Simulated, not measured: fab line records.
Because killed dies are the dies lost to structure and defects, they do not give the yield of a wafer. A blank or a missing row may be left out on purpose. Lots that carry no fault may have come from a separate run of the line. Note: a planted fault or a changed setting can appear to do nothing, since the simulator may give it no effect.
Which tool did it? ; flow berkeley-cmos170 ; route of 331 steps, sampled at 1 step: 14 lots, 42 wafers

## WHAT EACH GAUGE READ, for each wafer
Not one reading of a measure or inspect step in the record can be checked against a usual standard deviation.

## WHICH TOOL RAN EACH LOT (tool, then ch and the chambers of the sampled wafers, then the start)
lot;UCB170_PLDD_DEVELOP_05
L776;litho-track-03 ch 0, day 7 06:00
L775;litho-track-03 ch 0, day 7 07:00
L778;litho-track-04 ch 0, day 7 22:00
L777;litho-track-04 ch 0, day 7 22:00
L782;litho-track-03 ch 0, day 8 23:00
L781;litho-track-04 ch 0, day 9 00:00
L786;litho-track-04 ch 0, day 9 00:00
L787;litho-track-01, day 9 05:00
L788;litho-track-03, day 9 22:00
L789;litho-track-04 ch 0, day 10 05:00
L792;litho-track-03 ch 0, day 10 12:00
L794;litho-track-04 ch 0, day 10 21:00
L797;litho-track-03 ch 0, day 11 20:00
L798;litho-track-03 ch 0, day 12 03:00
- UCB170_PLDD_DEVELOP_05: develop time 45 s.

## WHAT THE TOOLS THEMSELVES READ (means of the sampled wafers that have a number; where no wafer has one, the mark that the record gives instead)
UCB170_PLDD_DEVELOP_05.
lot;tool;chill-plate-temp-C (C)
L776;litho-track-03;22.96
L775;litho-track-03;23.12
L778;litho-track-04;22.95
L777;litho-track-04;22.95
L782;litho-track-03;23.03
L781;litho-track-04;22.91
L786;litho-track-04;23.02
L787;litho-track-01;-
L788;litho-track-03;-
L789;litho-track-04;23.09
L792;litho-track-03;22.95
L794;litho-track-04;23.01
L797;litho-track-03;22.97
L798;litho-track-03;23.01

## THE ANSWER, worked out from the rows above alone
Rule: the lots themselves supply what counts as usual. Put in order of their means at a reading, lots are off if they are a third of the lots or fewer, leave a main group of 4 or more, and stand apart from it by a gap of 3 or more times the standard deviation of the main group's means; of several such gaps the widest counts. A main group is skipped when, at the precision printed for the reading in the tables above, its means are all equal. Also off: a lot with no number at a reading for which 4 or more lots have one. All remaining lots with rows at the step are treated as sound. First the gauges in route order, then the tools' own readings, where a lot's mean is used as printed above. The first step at which some lot is off is used, and at that step the reading that is off furthest; a lot without a number counts as furthest.
Off: L787, L788, at UCB170_PLDD_DEVELOP_05 (chill-plate-temp-C). Without a number there: L787, L788. Mean 23.00 C and standard deviation 0.059 in the main group.
A tool fits if, at that step or a process step before it, it ran every lot that is off, and no sound lot after the first of them. No candidate that was tried fits.

## WHAT THE SIMULATOR PUT IN
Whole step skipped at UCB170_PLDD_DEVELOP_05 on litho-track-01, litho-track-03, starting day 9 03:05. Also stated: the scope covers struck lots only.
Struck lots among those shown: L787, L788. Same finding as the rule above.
